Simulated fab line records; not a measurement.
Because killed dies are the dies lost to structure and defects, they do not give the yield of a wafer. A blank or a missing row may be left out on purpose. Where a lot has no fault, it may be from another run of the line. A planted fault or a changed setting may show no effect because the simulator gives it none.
Comparing a struck lot with a sound one ; flow rit_cmos ; 44 steps out of a route of 202
Sound: the wafers L895.2, L895.4, L895.5. Wafers L903.1, L903.4, L903.5 were the ones struck. The cause is given at the end.
Each step with rows lists, per side, the tool, then ch with its chambers, then its first start. Under that, the readings that differ: sound wafers ; struck wafers ; difference of the means ; sigmas: that difference in standard deviations of wafers without a fault.
alike: same words and numbers on both sides, and readings whose means sit less than 2 such deviations apart. not compared: any withheld reading, any reading some wafer has no value for, any bound like >300 that may hide the same value, and any number with overlapping values for which the record gives no deviation.
The two part at a step that has a row with sigmas, a row that says differs or no value, or rows on one side only. Numbers that have no deviation but don't overlap get no sigmas and don't part them. Lack of a reading on every wafer of one side parts them only where that side has two or more wafers.

first, 2 steps without rows for these wafers: RIT_NLDD_HARDBAKE_07 (time 60 s); RIT_NLDD_IMPLANT_08.
RIT_NLDD_STRIP_09: strips in O2, time 180 s.
  sound on plasma_asher-03 ch 0,1, day 5 02:25; struck on plasma_asher-01 ch 0,1, day 6 14:50
  alike: drypump_motor_current_A
  not compared: rf_hours_counter_h
RIT_NLDD_TW_MEAS_10:
  struck on film_metro-02, day 6 15:02; sound on film_metro-03, day 5 02:37
  alike: NLDD_TW
then, 6 steps without rows for these wafers: RIT_PLDD_HMDS_00 (prime time 60 s); RIT_PLDD_COAT_01 (resist thk 1000 nm); RIT_PLDD_SOFTBAKE_02 (time 60 s); RIT_PLDD_EXPOSE_03 (exposes mask M8, target cd 40900 nm); RIT_PLDD_PEB_04; RIT_PLDD_DEVELOP_05 (develop time 50 s).
RIT_PLDD_OVL_MEAS_06:
  struck on overlay-01, day 6 15:56; sound on overlay-01, day 5 03:38
  alike: PLDD_OVL
then, 1 step without rows for these wafers: RIT_PLDD_HARDBAKE_07 (time 60 s).
RIT_PLDD_IMPLANT_08:
  sound on implanter-03 ch 0, day 5 03:50; struck on implanter-03 ch 0, day 6 16:07
reading;sound;struck;difference;sigmas
beam_energy_keV;20.009 20.004 20.010;18.391 18.398 18.395;-1.613;-99 or more
model.implant.rp_nm (nm);17.51 17.51 17.51;16.59 16.59 16.59;-0.92;
model.implant.drp_nm (nm);9.752 9.752 9.752;9.195 9.195 9.195;-0.557;
  alike: dose_ions_cm2, end_station_pressure_torr
RIT_PLDD_STRIP_09: strips in O2, time 180 s.
  sound on plasma_asher-01 ch 0,1, day 5 03:58; struck on plasma_asher-01 ch 0,1, day 6 16:16
  alike: drypump_motor_current_A
  not compared: rf_hours_counter_h
RIT_PLDD_TW_MEAS_10:
  struck on film_metro-03, day 6 16:27; sound on film_metro-03, day 5 04:09
reading;sound;struck;difference;sigmas
PLDD_TW;2337 2322 2336;2299 2304 2291;-34;-2
then, 4 steps without rows for these wafers: RIT_SPACER_CLEAN_00 (cleans in SC1, time 600 s); RIT_SPACER_CLEAN_01 (cleans in dHF, time 30 s); RIT_SPACER_CLEAN_02 (cleans in SC2, time 600 s); RIT_SPACER_CVD_03 (deposits Si3N4 from SiH2Cl2/NH3, target thk 250 nm, time 3300 s).
RIT_SPACER_THK_MEAS_04:
  struck on film_metro-02, day 6 18:49; sound on film_metro-04, day 5 08:00
  alike: SPACER_NITRIDE_THK
RIT_SPACER_ETCHBACK_05: etches Si3N4 in SF6/CHF3, stops on SiO2, target depth 250 nm, time 229.8 s.
  sound on rie_diel-01 ch 0,1,2, day 5 08:03; struck on rie_diel-02 ch 1,2,3, day 6 18:53
  alike: CHF3_flow_sccm, SF6_flow_sccm, drypump_motor_current_A, oes_product_au, throttle_valve_pct
  not compared: rf_hours_counter_h
then, 6 steps without rows for these wafers: RIT_NSD_HMDS_00 (prime time 60 s); RIT_NSD_COAT_01 (resist thk 1000 nm); RIT_NSD_SOFTBAKE_02 (time 60 s); RIT_NSD_EXPOSE_03 (exposes mask M9, target cd 40700 nm); RIT_NSD_PEB_04; RIT_NSD_DEVELOP_05 (develop time 50 s).
RIT_NSD_OVL_MEAS_06:
  struck on overlay-01, day 6 19:53; sound on overlay-02, day 5 09:03
  alike: NSD_OVL
then, 2 steps without rows for these wafers: RIT_NSD_HARDBAKE_07 (time 60 s); RIT_NSD_IMPLANT_08.
RIT_NSD_STRIP_09: strips in O2, time 180 s.
  sound on plasma_asher-03 ch 1, day 5 09:23; struck on plasma_asher-01 ch 0,1, day 6 20:13
  alike: drypump_motor_current_A
  not compared: rf_hours_counter_h
RIT_NSD_TW_MEAS_10:
  struck on film_metro-01, day 6 20:24; sound on film_metro-03, day 5 09:34
  alike: NSD_TW
then, 6 steps without rows for these wafers: RIT_PSD_HMDS_00 (prime time 60 s); RIT_PSD_COAT_01 (resist thk 1000 nm); RIT_PSD_SOFTBAKE_02 (time 60 s); RIT_PSD_EXPOSE_03 (exposes mask M10, target cd 40900 nm); RIT_PSD_PEB_04; RIT_PSD_DEVELOP_05 (develop time 50 s).
RIT_PSD_OVL_MEAS_06:
  struck on overlay-02, day 6 21:19; sound on overlay-01, day 5 10:36
reading;sound;struck;difference;sigmas
PSD_OVL (nm);-2.3 -1.3 -2.5;0.3 2.1 1.1;+3.2;+2
then, 2 steps without rows for these wafers: RIT_PSD_HARDBAKE_07 (time 60 s); RIT_PSD_IMPLANT_08.
RIT_PSD_STRIP_09: strips in O2, time 180 s.
  sound on plasma_asher-02 ch 0,1, day 5 10:56; struck on plasma_asher-02 ch 0,1, day 6 21:38
  alike: drypump_motor_current_A
  not compared: rf_hours_counter_h
RIT_SDANNEAL_RS_MEAS_06: measures by four-point-probe.
  struck on film_metro-02, day 6 22:34; sound on film_metro-02, day 5 11:53
reading;sound;struck;difference;sigmas
PLDD_RS (ohm/sq);179.9 179.5 179.7;185.5 184.2 184.7;+5.1;+7
RIT_M1_PROBE_99:
  struck on prober-02, day 7 06:02; sound on prober-01, day 5 19:26
reading;sound;struck;difference;sigmas
model.etest.pldd.rs_ohm_sq;541.7 574 554.8;618.5 603.6 613.9;+55.2;
model.etest.pldd.line_ohm_um;171.6 180.3 175.4;195.3 189 191.1;+16.0;
  alike: killed_at_contacts, killed_at_front_end, killed_dies, killed_open, killed_short

== WHERE THEY PART ==
At RIT_PLDD_IMPLANT_08 first; at RIT_SDANNEAL_RS_MEAS_06 last (within this record only). Later steps at which nothing parts them and some readings are alike: RIT_M1_PROBE_99.

WHY: what the simulator had put in
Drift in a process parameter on implanter-03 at RIT_PLDD_IMPLANT_08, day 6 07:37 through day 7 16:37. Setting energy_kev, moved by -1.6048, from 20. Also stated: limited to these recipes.
